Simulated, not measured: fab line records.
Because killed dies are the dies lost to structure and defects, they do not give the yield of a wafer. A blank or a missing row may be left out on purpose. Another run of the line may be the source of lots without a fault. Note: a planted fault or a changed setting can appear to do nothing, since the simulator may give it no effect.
fab line records ; flow rit_cmos
record: lots: 13; wafers: 39; last_day: 7
route steps=202 shown NWELL@34 NRETRO@63 GATE@84 M1@202
lots with no fault: from the same line, run without faults
start_h: the number of hours between the record's first day and the start of the first shown wafer of the lot ; wait_h: hours since the lot's step before ; " unchanged from the row above ; L1.1+2: a row that stands for several wafers ; - value missing, or start not given ; * or withheld: withheld ; < > ~ a bound
route shown NAME@n: NAME is a module with steps in the file, n the number in the route of the first one ; usual: average and standard deviation across the fault-free wafers ; same: alike in all rows ; chamber/n: place in a boat ; sites: readings site by site ; _std_site: standard deviation of those values ; _edge_site: inner sites' mean taken away from outer sites' mean ; radius_mm: for every site, how far away it sits from the centre of the wafer ; mask NAME#n: copy n ; behind: the last tool/chamber to shape the wafer ; hold: cause of the lot's hold/its duration in hours/its outcome ; device: the n, p or np transistor that did not switch ; end of line: tests run on the same wafers once the route is complete ; a step with no rows: only its recipe ; killed: the dies lost at the first sort to structure and to defects; this is not the yield of the wafer ; map: shows each die of a wafer: x if killed, . if not, _ if none is there
set.NAME: the setting as run; set.NAME@STEP: as run at that earlier step ; model.NAME: the simulator's own value behind a step, which no gauge read
the route's steps for a sample of lots (tables are steps, rows are wafers)
services: the hour from which a tool's chamber was out of use, counted from the record's first day as start_h (under 0 if before that day), plus the number of hours and why
== steps ==
step: RIT_NWELL_OVL_MEAS_06
usual: NWELL_OVL: 0.8/1.2
lot.wafer;tool;chamber;start_h;wait_h;NWELL_OVL[nm]
L327.2;overlay-01;-;22.21;-;1.5
L327.3;overlay-01;-;22.21;-;1.2
L327.6;overlay-01;-;22.21;-;-0.5
L328.3;overlay-01;-;25.56;-;1.5
L328.5;overlay-01;-;25.56;-;1.5
L328.6;overlay-01;-;25.56;-;1.5
L331.1;overlay-02;-;41.82;-;2.0
L331.2;overlay-02;-;41.82;-;0.7
L331.5;overlay-02;-;41.82;-;0.3
L332.1;overlay-01;-;46.13;-;1.5
L332.5;overlay-01;-;46.13;-;1.1
L332.6;overlay-01;-;46.13;-;1.5
L333.2;overlay-01;-;50.54;-;2.6
L333.5;overlay-01;-;50.54;-;3.8
L333.6;overlay-01;-;50.54;-;1.4
L334.4;overlay-02;-;56.03;-;0.3
L334.5;overlay-02;-;56.03;-;0.6
L334.6;overlay-02;-;56.03;-;1.0
L336.1;overlay-01;-;66.32;-;-0.2
L336.2;overlay-01;-;66.32;-;-1.6
L336.4;overlay-01;-;66.32;-;-2.2
L337.1;overlay-02;-;70.38;-;-0.3
L337.3;overlay-02;-;70.38;-;-1.4
L337.6;overlay-02;-;70.38;-;-0.2
L340.2;overlay-02;-;85.45;-;0.2
L340.3;overlay-02;-;85.45;-;0.1
L340.5;overlay-02;-;85.45;-;1.2
L341.1;overlay-01;-;91.81;-;0.8
L341.5;overlay-01;-;91.81;-;0.8
L341.6;overlay-01;-;91.81;-;1.3
L343.3;overlay-01;-;100.26;-;-1.1
L343.5;overlay-01;-;100.26;-;0.2
L343.6;overlay-01;-;100.26;-;0.2
L349.1;overlay-01;-;130.90;-;-0.7
L349.3;overlay-01;-;130.90;-;0.8
L349.6;overlay-01;-;130.90;-;1.0
L350.1;overlay-02;-;135.42;-;-1.0
L350.3;overlay-02;-;135.42;-;-0.8
L350.5;overlay-02;-;135.42;-;0.3
step: RIT_NRETRO_TW_MEAS_10
usual: NRETRO_TW: 1053/4.2
lot.wafer;tool;chamber;start_h;wait_h;NRETRO_TW
L327.2;film_metro-04;-;31.38;0.1;1058
L327.3;film_metro-04;-;31.38;0.1;1059
L327.6;film_metro-04;-;31.38;0.1;1059
L328.3;film_metro-03;-;34.91;0.1;1053
L328.5;film_metro-03;-;34.91;0.1;1052
L328.6;film_metro-03;-;34.91;0.1;1050
L331.1;film_metro-04;-;50.99;0.1;1054
L331.2;film_metro-04;-;50.99;0.1;1049
L331.5;film_metro-04;-;50.99;0.1;1050
L332.1;film_metro-03;-;55.41;0.1;1051
L332.5;film_metro-03;-;55.41;0.1;1053
L332.6;film_metro-03;-;55.41;0.1;1055
L333.2;film_metro-03;-;59.61;0.1;1056
L333.5;film_metro-03;-;59.61;0.1;1066
L333.6;film_metro-03;-;59.61;0.1;1062
L334.4;film_metro-04;-;65.52;0.1;1053
L334.5;film_metro-04;-;65.52;0.1;1051
L334.6;film_metro-04;-;65.52;0.1;1050
L336.1;film_metro-04;-;75.63;0.1;1046
L336.2;film_metro-04;-;75.63;0.1;1050
L336.4;film_metro-04;-;75.63;0.1;1045
L337.1;film_metro-03;-;80.30;0.1;1051
L337.3;film_metro-03;-;80.30;0.1;1050
L337.6;film_metro-03;-;80.30;0.1;1051
L340.2;film_metro-02;-;95.32;0.1;1054
L340.3;film_metro-02;-;95.32;0.1;1048
L340.5;film_metro-02;-;95.32;0.1;1057
L341.1;film_metro-02;-;100.99;0.1;1048
L341.5;film_metro-02;-;100.99;0.1;1052
L341.6;film_metro-02;-;100.99;0.1;1044
L343.3;film_metro-04;-;109.66;0.1;1058
L343.5;film_metro-04;-;109.66;0.1;1060
L343.6;film_metro-04;-;109.66;0.1;1054
L349.1;film_metro-02;-;140.38;0.1;1052
L349.3;film_metro-02;-;140.38;0.1;1049
L349.6;film_metro-02;-;140.38;0.1;1051
L350.1;film_metro-02;-;145.34;0.1;1057
L350.3;film_metro-02;-;145.34;0.1;1052
L350.5;film_metro-02;-;145.34;0.1;1052
step: RIT_GATE_CVD_08
recipe: material: poly-Si; target_thk_nm: 250; temp_c: 610; precursor: SiH4; time_s: 2220; pressure_mtorr: 300; sih4_flow_sccm: 100
usual: pressure_mtorr: 300.0/0.6; spike_tc_centre_C: 612.6/1.2; zone_power_source_pct: 11.7/0.76
lot.wafer;tool;chamber;start_h;wait_h;pressure_mtorr;spike_tc_centre_C;zone_power_source_pct
L327.2;lpcvd-02;1;34.88;0.0;299.5;611.8;10.8
L327.3;lpcvd-02;1;34.88;0.0;300.1;611.1;10.8
L327.6;lpcvd-02;1;34.88;0.0;300.3;612.9;10.6
L328.3;lpcvd-01;0;39.75;0.0;300.4;613.6;11.9
L328.5;lpcvd-01;0;39.75;0.0;299.8;613.6;12.0
L328.6;lpcvd-01;0;39.75;0.0;299.9;611.6;12.0
L331.1;lpcvd-02;0;55.02;0.1;299.2;612.9;12.8
L331.2;lpcvd-02;0;55.02;0.1;299.4;613.5;12.9
L331.5;lpcvd-02;0;55.02;0.1;299.8;612.6;13.0
L332.1;lpcvd-02;0;59.25;0.1;300.3;614.9;12.9
L332.5;lpcvd-02;0;59.25;0.1;300.7;613.3;12.8
L332.6;lpcvd-02;0;59.25;0.1;300.5;612.1;12.7
L333.2;lpcvd-01;0;63.95;0.0;300.5;612.8;12.1
L333.5;lpcvd-01;0;63.95;0.0;301.0;611.9;12.1
L333.6;lpcvd-01;0;63.95;0.0;300.2;611.3;12.2
L334.4;lpcvd-02;1;69.22;0.0;299.9;612.0;10.8
L334.5;lpcvd-02;1;69.22;0.0;299.6;611.9;10.9
L334.6;lpcvd-02;1;69.22;0.0;300.2;611.5;10.8
L336.1;lpcvd-01;1;79.96;0.1;301.1;611.9;11.4
L336.2;lpcvd-01;1;79.96;0.1;300.4;612.8;11.3
L336.4;lpcvd-01;1;79.96;0.1;300.9;611.5;11.4
L337.1;lpcvd-02;0;83.98;0.1;300.9;614.5;12.8
L337.3;lpcvd-02;0;83.98;0.1;300.7;613.3;12.9
L337.6;lpcvd-02;0;83.98;0.1;299.7;615.4;12.9
L340.2;lpcvd-02;1;99.75;0.0;300.0;613.6;11.1
L340.3;lpcvd-02;1;99.75;0.0;299.3;611.5;10.8
L340.5;lpcvd-02;1;99.75;0.0;299.8;611.8;10.9
L341.1;lpcvd-02;0;104.60;0.1;358.8;614.5;12.8
L341.5;lpcvd-02;0;104.60;0.1;359.1;614.8;13.0
L341.6;lpcvd-02;0;104.60;0.1;358.6;615.2;12.8
L343.3;lpcvd-01;1;113.44;0.0;300.7;611.9;11.4
L343.5;lpcvd-01;1;113.44;0.0;300.1;613.0;11.4
L343.6;lpcvd-01;1;113.44;0.0;299.5;611.4;11.3
L349.1;lpcvd-01;1;143.94;0.1;299.5;611.8;11.3
L349.3;lpcvd-01;1;143.94;0.1;300.2;613.0;11.2
L349.6;lpcvd-01;1;143.94;0.1;298.8;612.9;11.5
L350.1;lpcvd-01;1;150.19;0.1;299.7;611.9;11.4
L350.3;lpcvd-01;1;150.19;0.1;300.5;612.8;11.4
L350.5;lpcvd-01;1;150.19;0.1;300.2;611.5;11.6
step: RIT_GATE_THK_MEAS_09
recipe: reads: poly-Si_of_GATE_CVD_08
usual: GATE_POLY_THK: 249.0/2.1
lot.wafer;tool;chamber;start_h;wait_h;GATE_POLY_THK[nm]
L327.2;film_metro-02;-;36.51;0.0;254.3
L327.3;film_metro-02;-;36.51;0.0;251.6
L327.6;film_metro-02;-;36.51;0.0;251.2
L328.3;film_metro-01;-;42.20;0.0;249.6
L328.5;film_metro-01;-;42.20;0.0;248.1
L328.6;film_metro-01;-;42.20;0.0;250.6
L331.1;film_metro-02;-;56.64;0.0;250.6
L331.2;film_metro-02;-;56.64;0.0;249.1
L331.5;film_metro-02;-;56.64;0.0;247.6
L332.1;film_metro-01;-;60.87;0.0;250.6
L332.5;film_metro-01;-;60.87;0.0;251.4
L332.6;film_metro-01;-;60.87;0.0;250.6
L333.2;film_metro-03;-;65.57;0.0;248.9
L333.5;film_metro-03;-;65.57;0.0;250.2
L333.6;film_metro-03;-;65.57;0.0;250.3
L334.4;film_metro-03;-;71.67;0.0;251.3
L334.5;film_metro-03;-;71.67;0.0;250.0
L334.6;film_metro-03;-;71.67;0.0;250.5
L336.1;film_metro-02;-;81.57;0.0;247.7
L336.2;film_metro-02;-;81.57;0.0;247.3
L336.4;film_metro-02;-;81.57;0.0;249.6
L337.1;film_metro-01;-;85.59;0.0;247.5
L337.3;film_metro-01;-;85.59;0.0;249.2
L337.6;film_metro-01;-;85.59;0.0;248.3
L340.2;film_metro-02;-;101.38;0.0;246.9
L340.3;film_metro-02;-;101.38;0.0;248.7
L340.5;film_metro-02;-;101.38;0.0;246.9
L341.1;film_metro-03;-;106.22;0.0;270.4
L341.5;film_metro-03;-;106.22;0.0;268.3
L341.6;film_metro-03;-;106.22;0.0;269.4
L343.3;film_metro-02;-;115.08;0.0;249.4
L343.5;film_metro-02;-;115.08;0.0;249.7
L343.6;film_metro-02;-;115.08;0.0;249.5
L349.1;film_metro-03;-;145.56;0.0;247.8
L349.3;film_metro-03;-;145.56;0.0;248.0
L349.6;film_metro-03;-;145.56;0.0;251.3
L350.1;film_metro-01;-;151.81;0.0;246.0
L350.3;film_metro-01;-;151.81;0.0;245.1
L350.5;film_metro-01;-;151.81;0.0;247.8
step: RIT_GATE_OVL_MEAS_17
usual: GATE_OVL: -0.9/1.2
lot.wafer;tool;chamber;start_h;wait_h;GATE_OVL[nm]
L327.2;overlay-02;-;37.53;0.1;-1.6
L327.3;overlay-02;-;37.53;0.1;-1.3
L327.6;overlay-02;-;37.53;0.1;-3.1
L328.3;overlay-02;-;43.34;0.1;0.7
L328.5;overlay-02;-;43.34;0.1;0.3
L328.6;overlay-02;-;43.34;0.1;0.5
L331.1;overlay-02;-;57.79;0.1;-0.8
L331.2;overlay-02;-;57.79;0.1;-1.8
L331.5;overlay-02;-;57.79;0.1;0.0
L332.1;overlay-01;-;61.90;0.1;-2.5
L332.5;overlay-01;-;61.90;0.1;-0.9
L332.6;overlay-01;-;61.90;0.1;-1.5
L333.2;overlay-01;-;66.72;0.1;-1.0
L333.5;overlay-01;-;66.72;0.1;-1.8
L333.6;overlay-01;-;66.72;0.1;-1.3
L334.4;overlay-02;-;72.81;0.1;-1.5
L334.5;overlay-02;-;72.81;0.1;-0.6
L334.6;overlay-02;-;72.81;0.1;-0.4
L336.1;overlay-02;-;82.73;0.1;0.5
L336.2;overlay-02;-;82.73;0.1;-0.4
L336.4;overlay-02;-;82.73;0.1;0.3
L337.1;overlay-02;-;86.75;0.1;0.8
L337.3;overlay-02;-;86.75;0.1;1.9
L337.6;overlay-02;-;86.75;0.1;1.3
L340.2;overlay-01;-;102.73;0.1;-1.7
L340.3;overlay-01;-;102.73;0.1;-1.6
L340.5;overlay-01;-;102.73;0.1;-2.4
L341.1;overlay-02;-;107.25;0.1;-1.1
L341.5;overlay-02;-;107.25;0.1;-2.2
L341.6;overlay-02;-;107.25;0.1;-1.0
L343.3;overlay-01;-;116.36;0.1;-0.2
L343.5;overlay-01;-;116.36;0.1;-0.2
L343.6;overlay-01;-;116.36;0.1;-0.4
L349.1;overlay-01;-;146.66;0.1;0.6
L349.3;overlay-01;-;146.66;0.1;-1.4
L349.6;overlay-01;-;146.66;0.1;-1.0
L350.1;overlay-02;-;152.96;0.1;-2.4
L350.3;overlay-02;-;152.96;0.1;-3.5
L350.5;overlay-02;-;152.96;0.1;-2.6
step: RIT_GATE_ETCH_19
recipe: chemistry: SF6/CHF3/O2; time_s: 165; SF6_flow_sccm: 30; CHF3_flow_sccm: 30; O2_flow_sccm: 5; target: poly-Si; pressure_mtorr: 40; rf_w: 160; target_depth_a: 3125; over_etch_frac: 0.25; stop_on: SiO2
usual: O2_flow_sccm: 5.001/0.015; drypump_motor_current_A: 5.7/0.37; oes_product_au: 0.849/0.0098; throttle_valve_pct: 10.28/0.17
lot.wafer;tool;chamber;start_h;wait_h;O2_flow_sccm;drypump_motor_current_A;oes_product_au;rf_hours_counter_h;throttle_valve_pct
L327.2;rie_si-01;1;37.71;0.1;5.001;6.1;0.858;93;10.06
L327.3;rie_si-01;3;37.71;0.1;5.014;6.0;0.865;104;10.39
L327.6;rie_si-01;1;37.71;0.1;5.007;6.1;0.848;-;10.06
L328.3;rie_si-02;1;43.52;0.1;5.034;5.0;0.855;28;10.33
L328.5;rie_si-02;0;43.52;0.1;5.010;5.4;0.834;-;10.39
L328.6;rie_si-02;3;43.52;0.1;5.003;5.5;0.861;-;10.47
L331.1;rie_si-01;2;57.98;0.1;4.996;5.6;0.846;129;10.43
L331.2;rie_si-01;0;57.98;0.1;4.998;6.3;0.852;136;10.20
L331.5;rie_si-01;2;57.98;0.1;5.014;5.6;0.849;-;10.42
L332.1;rie_si-02;3;62.08;0.1;4.992;5.5;0.856;82;10.46
L332.5;rie_si-02;1;62.08;0.1;4.992;5.0;0.854;-;10.32
L332.6;rie_si-02;0;62.08;0.1;4.997;5.4;0.840;-;10.39
L333.2;rie_si-01;1;66.90;0.1;4.993;6.1;0.855;94;10.06
L333.5;rie_si-01;2;66.90;0.1;4.991;5.6;0.859;-;10.44
L333.6;rie_si-01;3;66.90;0.1;4.997;6.0;0.860;-;10.40
L334.4;rie_si-02;0;72.98;0.1;4.976;5.5;0.845;61;10.40
L334.5;rie_si-02;1;72.98;0.1;5.013;5.0;0.851;-;10.33
L334.6;rie_si-02;2;72.98;0.1;5.022;5.9;0.845;-;9.99
L336.1;rie_si-02;0;82.91;0.1;5.018;5.4;0.836;62;10.39
L336.2;rie_si-02;2;82.91;0.1;5.024;5.8;0.831;2;9.98
L336.4;rie_si-02;3;82.91;0.1;5.018;5.5;0.851;82;10.46
L337.1;rie_si-01;1;86.93;0.1;5.014;6.2;0.854;94;10.06
L337.3;rie_si-01;3;86.93;0.1;5.015;5.9;0.865;104;10.40
L337.6;rie_si-01;3;86.93;0.1;4.974;6.0;0.857;-;10.38
L340.2;rie_si-02;3;102.91;0.1;4.999;5.5;0.841;82;10.47
L340.3;rie_si-02;0;102.91;0.1;5.000;5.4;0.844;62;10.38
L340.5;rie_si-02;2;102.91;0.1;5.009;5.9;0.838;-;9.99
L341.1;rie_si-01;0;107.44;0.1;5.000;6.3;0.925;136;10.20
L341.5;rie_si-01;2;107.44;0.1;5.003;5.6;0.890;-;10.45
L341.6;rie_si-01;3;107.44;0.1;4.995;5.9;0.910;-;10.41
L343.3;rie_si-01;1;116.80;0.1;4.988;6.1;0.844;94;10.06
L343.5;rie_si-01;0;116.80;0.1;4.983;6.3;0.865;-;10.19
L343.6;rie_si-01;1;116.80;0.1;4.953;6.2;0.842;-;10.08
L349.1;rie_si-01;1;146.84;0.1;4.987;6.1;0.857;95;10.07
L349.3;rie_si-01;0;146.84;0.1;4.998;6.3;0.859;136;10.20
L349.6;rie_si-01;3;146.84;0.1;4.993;6.0;0.863;-;10.40
L350.1;rie_si-02;1;153.15;0.1;4.992;5.0;0.850;29;10.32
L350.3;rie_si-02;2;153.15;0.1;5.008;5.9;0.831;2;9.97
L350.5;rie_si-02;3;153.15;0.1;5.005;5.5;0.845;-;10.46
step: RIT_M1_PROBE_99
usual: killed_at_contacts: 0.1/0.23; killed_at_front_end: 7/3.1; killed_dies: 7/3.1; killed_on_rim: 1.9/1.3; killed_open: 3.4/2.1; killed_short: 3.5/2
same: gross_dies: 264; killed_at_M0_to_M3: 0; killed_at_M4_up: 0; killed_at_back_side: 0; killed_at_other: 0
lot.wafer;tool;chamber;start_h;wait_h;killed_at_contacts;killed_at_front_end;killed_dies;killed_on_rim;killed_open;killed_short
L334.4;prober-01;-;93.48;0.2;0;7;7;2;5;2
L334.5;prober-01;-;93.53;0.2;0;4;4;1;2;2
L334.6;prober-01;-;93.58;0.2;0;5;5;0;3;2
L341.1;prober-01;-;127.00;0.1;0;7;7;3;2;5
L341.5;prober-01;-;127.20;0.2;0;5;5;2;4;1
L341.6;prober-01;-;127.25;0.2;0;9;9;3;7;2
L350.1;prober-02;-;174.34;0.1;0;10;10;4;5;5
L350.3;prober-02;-;174.44;0.2;0;5;5;0;0;5
L350.5;prober-02;-;174.54;0.2;0;5;5;1;5;0
killed by level:class
L334.4 SPACER:geometric_particle:open=4 GATE:geometric_particle:short=1 REOX:geometric_particle:open=1 SPACER:geometric_particle:short=1
L334.5 FOX1:geometric_particle:short=1 GATE:geometric_particle:open=1 REOX:geometric_particle:short=1 SPACER:geometric_particle:open=1
L334.6 GATE:geometric_particle:open=2 FOX2:geometric_particle:open=1 GATE:geometric_particle:short=1 SPACER:geometric_particle:short=1
L341.1 GATE:geometric_particle:short=4 FOX1:geometric_particle:short=1 GATE:geometric_particle:open=1 SILICIDE:geometric_particle:open=1
L341.5 GATE:geometric_particle:open=3 SPACER:geometric_particle:open=1 SPACER:geometric_particle:short=1
L341.6 GATE:geometric_particle:open=4 FOX1:geometric_particle:open=3 FOX2:geometric_particle:short=1 GATE:geometric_particle:short=1
L350.1 SILICIDE:geometric_particle:open=3 FOX1:geometric_particle:short=2 FOX1:geometric_particle:open=2 SILICIDE:geometric_particle:short=2 GATE:geometric_particle:short=1
L350.3 GATE:geometric_particle:short=3 SILICIDE:geometric_particle:short=2
L350.5 FOX1:geometric_particle:open=2 SILICIDE:geometric_particle:open=2 SPACER:geometric_particle:open=1
== services ==
tool;chamber;start_h;hours;kind
rie_si-01;0;60.62;14.0;repair
== key ==
first_sign: step: RIT_GATE_CVD_08; reading: pressure_mtorr; direction: up; sigmas: 98; usual: 300.0; struck: 358.9
effect: step: RIT_GATE_THK_MEAS_09; reading: GATE_POLY_THK; direction: up; sigmas: 9.9; usual: 249.0; struck: 269.3
effect: step: RIT_GATE_ETCH_19; reading: oes_product_au; direction: up; sigmas: 6.1; usual: 0.849; struck: 0.908
met_at RIT_GATE_CVD_08
struck_lots L341
struck_wafers L341.1,L341.5,L341.6
tester_left_out L341
not_acting_at RIT_NWELL_OVL_MEAS_06,RIT_NRETRO_TW_MEAS_10,RIT_GATE_OVL_MEAS_17
onset_between 83.98 104.60
fault: kind: process_parameter_drift; tool: lpcvd-02; chamber: 0; onset_h: 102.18; steps: RIT_GATE_CVD_08; channel: pressure_mtorr; offset: 60; shape: step; end_h: 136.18; acts_in: these_recipes_only; stated: 300
tester_left_out: of these lots the tester's yield and bins aren't shown, on N5 and GAA mostly nor the transistor test; their killed dies are dies lost to structure and defects alone, not to doping, threshold or leakage, so they don't give the yield
